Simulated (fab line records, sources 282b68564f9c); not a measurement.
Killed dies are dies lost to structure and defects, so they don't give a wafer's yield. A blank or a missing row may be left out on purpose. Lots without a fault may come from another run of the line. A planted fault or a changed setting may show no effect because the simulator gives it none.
Which tool did it? | flow rit_cmos | 14 lots, 42 wafers sampled, at 4 steps of a route of 202

WHAT THE GAUGES READ, wafer by wafer
RIT_ACTIVE_THK_MEAS_02. Usual: ACTIVE_OXIDE_THK 46.7 nm, standard deviation 1.3.
lot  | measured    | on            | ACTIVE_OXIDE_THK (nm) | flag
L706 | day 1 12:03 | film_metro-01 | 46.2 45.7 46.3        |
L708 | day 1 22:05 | film_metro-04 | 46.0 46.3 46.6        |
L709 | day 2 03:03 | film_metro-02 | 43.7 44.4 44.8        |
L710 | day 2 09:08 | film_metro-02 | 46.4 47.6 47.1        |
L712 | day 2 18:20 | film_metro-04 | 44.6 44.0 44.2        |
L713 | day 3 00:10 | film_metro-02 | 47.1 47.7 46.9        |
L714 | day 3 04:04 | film_metro-02 | 48.0 49.5 48.4        |
L716 | day 3 15:25 | film_metro-02 | 47.0 46.9 46.6        |
L722 | day 4 21:44 | film_metro-04 | 53.6 53.6 53.5        | OFF
L723 | day 5 01:15 | film_metro-01 | 47.7 48.8 47.7        |
L724 | day 5 07:18 | film_metro-04 | 53.3 52.9 53.2        | OFF
L727 | day 5 21:10 | film_metro-01 | 46.4 47.2 47.4        |
L728 | day 6 03:10 | film_metro-01 | 47.1 47.1 47.2        |
L729 | day 6 07:38 | film_metro-01 | 46.0 46.6 46.0        |

RIT_FOX1_THK_MEAS_01. Usual: FOX1_OXIDE_THK 350 nm, standard deviation 6.3.
lot  | measured    | on            | FOX1_OXIDE_THK (nm) | flag
L706 | day 1 17:35 | film_metro-02 | 349 342 349         |
L708 | day 2 05:53 | film_metro-01 | 344 348 347         |
L709 | day 2 10:26 | film_metro-02 | 338 343 341         |
L710 | day 2 14:18 | film_metro-01 | 349 352 350         |
L712 | day 3 00:44 | film_metro-03 | 344 344 342         |
L713 | day 3 05:22 | film_metro-02 | 351 351 353         |
L714 | day 3 12:24 | film_metro-03 | 359 352 360         |
L716 | day 3 20:23 | film_metro-03 | 351 345 349         |
L722 | day 5 03:52 | film_metro-03 | 352 349 352         |
L723 | day 5 07:52 | film_metro-02 | 342 342 345         |
L724 | day 5 12:40 | film_metro-03 | 352 350 345         |
L727 | day 6 03:00 | film_metro-03 | 351 348 354         |
L728 | day 6 08:11 | film_metro-02 | 345 350 351         |
L729 | day 6 15:11 | film_metro-03 | 350 350 349         |

RIT_NWELL_OVL_MEAS_06. Usual: NWELL_OVL 0.5 nm, standard deviation 1.4.
lot  | measured    | on         | NWELL_OVL (nm) | flag
L706 | day 1 21:47 | overlay-02 | 1.5 -1.3 -0.8  |
L708 | day 2 11:31 | overlay-02 | 1.1 -0.2 0.2   |
L709 | day 2 14:10 | overlay-02 | 0.7 1.1 1.0    |
L710 | day 2 17:38 | overlay-01 | 3.5 1.0 1.9    |
L712 | day 3 04:25 | overlay-02 | 1.4 1.3 0.8    |
L713 | day 3 10:50 | overlay-01 | 0.7 1.1 1.4    |
L714 | day 3 17:20 | overlay-02 | 0.8 1.2 1.9    |
L716 | day 3 23:53 | overlay-01 | 2.4 3.5 2.9    |
L722 | day 5 07:26 | overlay-01 | 0.4 0.1 -0.7   |
L723 | day 5 11:22 | overlay-02 | 0.4 -0.5 1.4   |
L724 | day 5 15:58 | overlay-02 | 2.2 2.5 3.8    |
L727 | day 6 06:37 | overlay-01 | -2.7 -2.1 -0.9 |
L728 | day 6 11:40 | overlay-01 | 1.7 0.3 0.0    |
L729 | day 6 19:20 | overlay-01 | -0.6 0.2 0.5   |

WHICH TOOL RAN EACH LOT (tool, then ch and the chambers of the sampled wafers, then the start)
lot  | RIT_ACTIVE_OXIDATION_01
L706 | furnace-01 ch 0, day 1 10:07
L708 | furnace-01 ch 0, day 1 20:08
L709 | furnace-04 ch 0, day 2 01:07
L710 | furnace-01 ch 0, day 2 07:11
L712 | furnace-04 ch 0, day 2 16:24
L713 | furnace-03 ch 0, day 2 22:14
L714 | furnace-03 ch 0, day 3 02:07
L716 | furnace-01 ch 0, day 3 13:28
L722 | furnace-01 ch 0, day 4 19:49
L723 | furnace-04 ch 0, day 4 23:17
L724 | furnace-01 ch 0, day 5 05:21
L727 | furnace-03 ch 0, day 5 19:13
L728 | furnace-04 ch 0, day 6 01:14
L729 | furnace-04 ch 0, day 6 05:43
- RIT_ACTIVE_OXIDATION_01: target thk 46.8 nm, ox time 3360 s.

WHAT THE TOOLS THEMSELVES READ (means of the sampled wafers that have a number; where no wafer has one, the mark that the record gives instead)
RIT_ACTIVE_OXIDATION_01. Usual: spike_tc_centre_C 1002.1 C, standard deviation 1; spike_tc_load_C 1025 C, standard deviation 3.3; spike_tc_source_C 1023.0 C, standard deviation 2.9.
lot  | tool       | spike_tc_centre_C (C) | spike_tc_load_C (C) | spike_tc_source_C (C) | flag
L706 | furnace-01 | 1001.4                | 1020                | 1021.2                |
L708 | furnace-01 | 1001.6                | 1020                | 1018.7                |
L709 | furnace-04 | 1002.8                | 1028                | 1022.4                |
L710 | furnace-01 | 1002.7                | 1021                | 1020.3                |
L712 | furnace-04 | 1001.7                | 1027                | 1021.9                |
L713 | furnace-03 | 1001.8                | 1026                | 1028.0                |
L714 | furnace-03 | 1001.2                | 1028                | 1026.7                |
L716 | furnace-01 | 1002.4                | 1020                | 1020.4                |
L722 | furnace-01 | 1015.2                | 1034                | 1033.3                | OFF
L723 | furnace-04 | 1003.1                | 1027                | 1021.5                |
L724 | furnace-01 | 1014.4                | 1033                | 1033.3                | OFF
L727 | furnace-03 | 1002.2                | 1027                | 1026.7                |
L728 | furnace-04 | 1002.7                | 1026                | 1021.7                |
L729 | furnace-04 | 1002.8                | 1028                | 1022.7                |

THE ANSWER, worked out from the rows above alone
Rule: a lot is off if the mean of its wafers that have a number lies more than 3 standard deviations from the usual mean. A lot without any number at a reading at which 4 lots or more have one is off too. The other lots that the step has rows for count as sound. The gauges are gone through in route order, then the tools' own readings, and for those a lot's mean is taken as printed above. The first step at which some lot is off is used, and at that step the reading that is off furthest; a lot without a number counts as furthest.
Off: L722, L724, at RIT_ACTIVE_THK_MEAS_02 (ACTIVE_OXIDE_THK).
A tool fits if, at a process step before that reading, it ran every lot that is off, and no sound lot after the first of them. The gauges at RIT_ACTIVE_THK_MEAS_02 aren't tried: what is off there is off at RIT_ACTIVE_OXIDATION_01 too, on other tools, and a gauge's error can't cause that. One fits: furnace-01 at RIT_ACTIVE_OXIDATION_01. Its last sound lot is L716 (day 3 13:28), its first lot that is off L722 (day 4 19:49): a fault that began between those two fits.
The tool's own readings at RIT_ACTIVE_OXIDATION_01 bear it out: on the lots that are off they differ by more than 5 times the standard deviation of the sound lots' means. spike_tc_centre_C reads 1014.8 C there against 1002.2 C on the sound lots.

WHAT THE SIMULATOR HAD PUT IN
Process parameter drift: furnace-01, from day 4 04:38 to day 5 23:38, at RIT_ACTIVE_OXIDATION_01. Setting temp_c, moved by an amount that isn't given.
Lots struck among those shown: L722, L724. The rule above found the same.
